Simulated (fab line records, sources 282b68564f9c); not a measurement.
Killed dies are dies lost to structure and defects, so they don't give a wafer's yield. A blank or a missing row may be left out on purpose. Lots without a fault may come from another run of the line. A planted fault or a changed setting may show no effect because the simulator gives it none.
Which tool did it? | flow rit_cmos | 14 lots, 42 wafers sampled, at 5 steps of a route of 202

WHAT THE GAUGES READ, wafer by wafer
RIT_ACTIVE_CD_MEAS_11: target cd 1400 nm. Usual: cd_nm 1399.2 nm, standard deviation 2.4.
lot  | measured    | on        | cd_nm (nm)           | flag
L206 | day 1 18:07 | cd_sem-02 | 1394.2 1395.7 1395.3 |
L207 | day 1 23:42 | cd_sem-02 | 1397.6 1397.1 1398.9 |
L208 | day 2 05:56 | cd_sem-01 | 1400.4 1399.9 1401.0 |
L211 | day 2 18:59 | cd_sem-01 | 1402.1 1400.5 1400.9 |
L213 | day 3 03:17 | cd_sem-02 | 1397.4 1397.8 1397.4 |
L212 | day 3 03:23 | cd_sem-01 | 1395.2 1394.9 1396.7 |
L217 | day 3 22:46 | cd_sem-01 | 1399.2 1399.8 1398.0 |
L218 | day 4 04:03 | cd_sem-02 | 1398.9 1399.4 1401.1 |
L220 | day 4 13:25 | cd_sem-02 | 1401.3 1403.9 1401.7 |
L221 | day 4 18:19 | cd_sem-02 | 1401.0 1401.8 1401.5 |
L225 | day 5 14:48 | cd_sem-01 | 1398.7 1397.5 1396.1 |
L226 | day 5 19:19 | cd_sem-01 | 1394.4 1397.8 1395.0 |
L227 | day 6 00:01 | cd_sem-01 | 1396.2 1397.3 1396.8 |
L229 | day 6 12:20 | cd_sem-01 | 1398.5 1397.6 1396.9 |

RIT_WELLDRIVE_RS_MEAS_02: measures by four-point-probe. Usual: PWELL_RS 429.8 ohm/sq, standard deviation 1.2.
lot  | measured    | on            | PWELL_RS (ohm/sq) | flag
L206 | day 2 19:50 | film_metro-01 | 428.9 430.5 429.2 |
L207 | day 3 02:12 | film_metro-04 | 429.2 430.3 430.0 |
L208 | day 3 07:33 | film_metro-01 | 428.2 430.6 430.1 |
L211 | day 3 15:32 | film_metro-01 | 429.3 429.1 429.6 |
L213 | day 3 19:02 | film_metro-04 | 429.0 429.4 428.4 |
L212 | day 3 19:01 | film_metro-03 | 429.8 430.5 429.8 |
L217 | day 4 17:10 | film_metro-01 | 428.2 429.4 428.4 |
L218 | day 4 21:25 | film_metro-01 | 429.5 431.1 432.1 |
L220 | day 5 05:32 | film_metro-01 | 428.4 428.0 427.6 |
L221 | day 5 10:35 | film_metro-01 | 431.3 429.7 428.6 |
L225 | day 6 09:29 | film_metro-03 | 429.3 427.8 428.7 |
L226 | day 6 09:31 | film_metro-04 | 431.2 432.3 432.8 |
L227 | day 6 21:32 | film_metro-01 | 429.7 427.9 428.6 |
L229 | day 7 03:37 | film_metro-04 | 430.3 428.5 428.8 |

RIT_GATE_THK_MEAS_07. Usual: GATE_OXIDE_THK 3.04 nm, standard deviation 0.063.
lot  | measured    | on            | GATE_OXIDE_THK (nm) | flag
L206 | day 3 04:01 | film_metro-01 | 3.03 3.06 2.95      |
L207 | day 3 10:20 | film_metro-03 | 3.07 3.00 3.00      |
L208 | day 3 16:33 | film_metro-01 | 3.06 2.99 3.04      |
L211 | day 3 21:02 | film_metro-02 | 3.02 2.97 3.05      |
L213 | day 4 05:25 | film_metro-03 | 3.07 3.03 3.05      |
L212 | day 4 05:24 | film_metro-02 | 2.96 3.05 3.09      |
L217 | day 4 22:51 | film_metro-01 | 3.06 3.01 3.05      |
L218 | day 5 04:11 | film_metro-01 | 2.89 3.03 2.95      |
L220 | day 5 14:52 | film_metro-02 | 4.98 4.98 4.95      | OFF
L221 | day 5 18:20 | film_metro-01 | 4.94 4.90 4.95      | OFF
L225 | day 6 15:05 | film_metro-02 | 2.96 2.99 2.94      |
L226 | day 6 15:20 | film_metro-01 | 3.02 3.09 3.02      |
L227 | day 7 05:37 | film_metro-02 | 3.16 3.09 3.13      |
L229 | day 7 09:23 | film_metro-03 | 3.11 3.07 3.08      |

WHICH TOOL RAN EACH LOT (tool, then ch and the chambers of the sampled wafers, then the start)
lot  | RIT_ACTIVE_STRIP_14                 | RIT_GATE_OXIDATION_05
L206 | plasma_asher-04 ch 0,1, day 1 18:32 | furnace-01 ch 0, day 3 01:22
L207 | plasma_asher-03 ch 0,1, day 2 00:07 | furnace-01 ch 0, day 3 06:33
L208 | plasma_asher-02 ch 0,1, day 2 06:20 | furnace-01 ch 0, day 3 12:43
L211 | plasma_asher-04 ch 0,1, day 2 19:23 | furnace-03 ch 0, day 3 19:43
L213 | plasma_asher-03 ch 0,1, day 3 03:43 | furnace-03 ch 0, day 4 01:31
L212 | plasma_asher-02 ch 0,1, day 3 03:49 | furnace-03 ch 0, day 4 01:31
L217 | plasma_asher-03 ch 0,1, day 3 23:12 | furnace-04 ch 0, day 4 21:29
L218 | plasma_asher-02 ch 0,1, day 4 04:26 | furnace-01 ch 0, day 5 02:05
L220 | plasma_asher-04 ch 0,1, day 4 13:56 | furnace-03 ch 0, day 5 12:23
L221 | plasma_asher-03 ch 0,1, day 4 18:43 | furnace-03 ch 0, day 5 16:01
L225 | plasma_asher-02 ch 0,1, day 5 15:11 | furnace-04 ch 0, day 6 13:44
L226 | plasma_asher-04 ch 0,1, day 5 19:45 | furnace-01 ch 0, day 6 13:57
L227 | plasma_asher-02 ch 0, day 6 00:27   | furnace-01 ch 0, day 7 03:21
L229 | plasma_asher-04 ch 0,1, day 6 12:44 | furnace-01 ch 0, day 7 07:34
- RIT_ACTIVE_STRIP_14: strips in O2, time 180 s.
- RIT_GATE_OXIDATION_05: target thk 3 nm, ox time 270 s.

WHAT THE TOOLS THEMSELVES READ (means of the sampled wafers that have a number; where no wafer has one, the mark that the record gives instead)
RIT_ACTIVE_STRIP_14. Usual: drypump_motor_current_A 5.9 A, standard deviation 0.47.
lot  | tool            | drypump_motor_current_A (A) | flag
L206 | plasma_asher-04 | 6.6                         |
L207 | plasma_asher-03 | 5.6                         |
L208 | plasma_asher-02 | 5.7                         |
L211 | plasma_asher-04 | 6.6                         |
L213 | plasma_asher-03 | 5.8                         |
L212 | plasma_asher-02 | 5.7                         |
L217 | plasma_asher-03 | 5.6                         |
L218 | plasma_asher-02 | 5.7                         |
L220 | plasma_asher-04 | 6.5                         |
L221 | plasma_asher-03 | 5.8                         |
L225 | plasma_asher-02 | 5.7                         |
L226 | plasma_asher-04 | 6.5                         |
L227 | plasma_asher-02 | 5.8                         |
L229 | plasma_asher-04 | 6.5                         |

RIT_GATE_OXIDATION_05. Usual: spike_tc_load_C 928.5 C, standard deviation 1.7.
lot  | tool       | spike_tc_load_C (C) | flag
L206 | furnace-01 | 927.6               |
L207 | furnace-01 | 927.1               |
L208 | furnace-01 | 927.5               |
L211 | furnace-03 | 929.5               |
L213 | furnace-03 | 929.2               |
L212 | furnace-03 | 928.7               |
L217 | furnace-04 | 931.2               |
L218 | furnace-01 | 926.9               |
L220 | furnace-03 | 928.2               |
L221 | furnace-03 | 929.4               |
L225 | furnace-04 | 930.9               |
L226 | furnace-01 | 926.7               |
L227 | furnace-01 | 927.7               |
L229 | furnace-01 | 927.1               |

THE ANSWER, worked out from the rows above alone
Rule: a lot is off if the mean of its wafers that have a number lies more than 3 standard deviations from the usual mean. A lot without any number at a reading at which 4 lots or more have one is off too. The other lots that the step has rows for count as sound. The gauges are gone through in route order, then the tools' own readings, and for those a lot's mean is taken as printed above. The first step at which some lot is off is used, and at that step the reading that is off furthest; a lot without a number counts as furthest.
Off: L220, L221, at RIT_GATE_THK_MEAS_07 (GATE_OXIDE_THK).
A tool fits if, at a process step before that reading, it ran every lot that is off, and no sound lot after the first of them. The gauges at RIT_GATE_THK_MEAS_07 are tried like those tools. One fits: furnace-03 at RIT_GATE_OXIDATION_05. Its last sound lot is L212 (day 4 01:31), its first lot that is off L220 (day 5 12:23): a fault that began between those two fits.

WHAT THE SIMULATOR HAD PUT IN
Process parameter drift: furnace-03, from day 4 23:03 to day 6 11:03, at RIT_GATE_OXIDATION_05. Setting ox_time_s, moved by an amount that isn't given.
Lots struck among those shown: L220, L221. The rule above found the same.
